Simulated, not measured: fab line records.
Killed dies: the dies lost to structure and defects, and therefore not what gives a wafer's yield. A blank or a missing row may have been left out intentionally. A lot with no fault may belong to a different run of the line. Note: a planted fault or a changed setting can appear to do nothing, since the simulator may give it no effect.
8D (eight disciplines) problem report, filled in by code | flow rit-cmos | the parts of the form that need people (team, actions taken, sign-off) are left out

== 1. PROBLEM STATEMENT ==
spin-speed-rpm at RIT_PRETRO_COAT_01 reads a mean of 1380.1 rpm on 6 wafers of 2 lots; wafers without a fault read 2000.2 rpm with a standard deviation of 1.2. That is -99 or more standard deviations from the usual mean.
The step: resist thk 1300 nm.
Seen first at day 5 21:12 on litho-track-01, wafer L253.2. Wafers with a number at this step in the record: 42, from 14 lots. By rule, "out" or "out of limits" means more than 4 standard deviations away from the usual mean. The rest of the wafers with a number are treated as sound.

== 2. WHAT IT IS, AND WHAT IT ISN'T ==
question                    | is                     | is not
which readings at this step | spin-speed-rpm         | -
which lots                  | L253, L258             | L236, L237, L238, L239, L240, L241, L242, L244, L245, L246, L248, L250
which wafers of those lots  | all that have a number | -
read on which tools         | litho-track-01         | litho-track-03
when                        | from day 5 21:12       | up to then (36 sound wafers)

== 3. THE SUSPECTS, EACH WITH WHAT RULES IT OUT ==
Counting: a tool at any process step up to the reading remains a suspect when it ran all the lots that are out and ran no sound lot after the first of those.
- litho-track-01 at RIT_PRETRO_COAT_01 (resist thk 1300 nm): kept. It ran every lot that is out, first L253 (day 5 21:12), and no sound lot after that; its last sound lot up to then is L250 (day 5 08:05). Its own readings are out on those wafers: spin-speed-rpm.
The count leaves litho-track-01 at RIT_PRETRO_COAT_01.

== 4. THE CAUSE (what the simulator had put in) ==
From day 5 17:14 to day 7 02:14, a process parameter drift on litho-track-01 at RIT_PRETRO_COAT_01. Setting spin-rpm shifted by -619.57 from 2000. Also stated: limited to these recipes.
Only this tool survived the counting.

== 5. THE EFFECT CHAIN, in route order ==
Rows list readings where the struck wafers' mean (over those with a number) sits beyond 3 standard deviations from the usual. Only readings whose record carries a usual standard deviation are examined. hours: median over the lots of the time between each lot's start at the first step of this table that gives one and its start at this step. sigmas: the change, counted in usual standard deviations.
hours | step               | reading        | usual      | on struck wafers | change | sigmas
0     | RIT_PRETRO_COAT_01 | spin-speed-rpm | 2000.2 rpm | 1380.1           | -620.1 | -99 or more
It contains these process steps:
- RIT_PRETRO_COAT_01: resist thk 1300 nm.

== 6. HOW IT WOULD HAVE BEEN CAUGHT EARLIER ==
4 hours passed between the start of the fault at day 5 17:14 and the first reading out of limits in this record, taken at day 5 21:12.
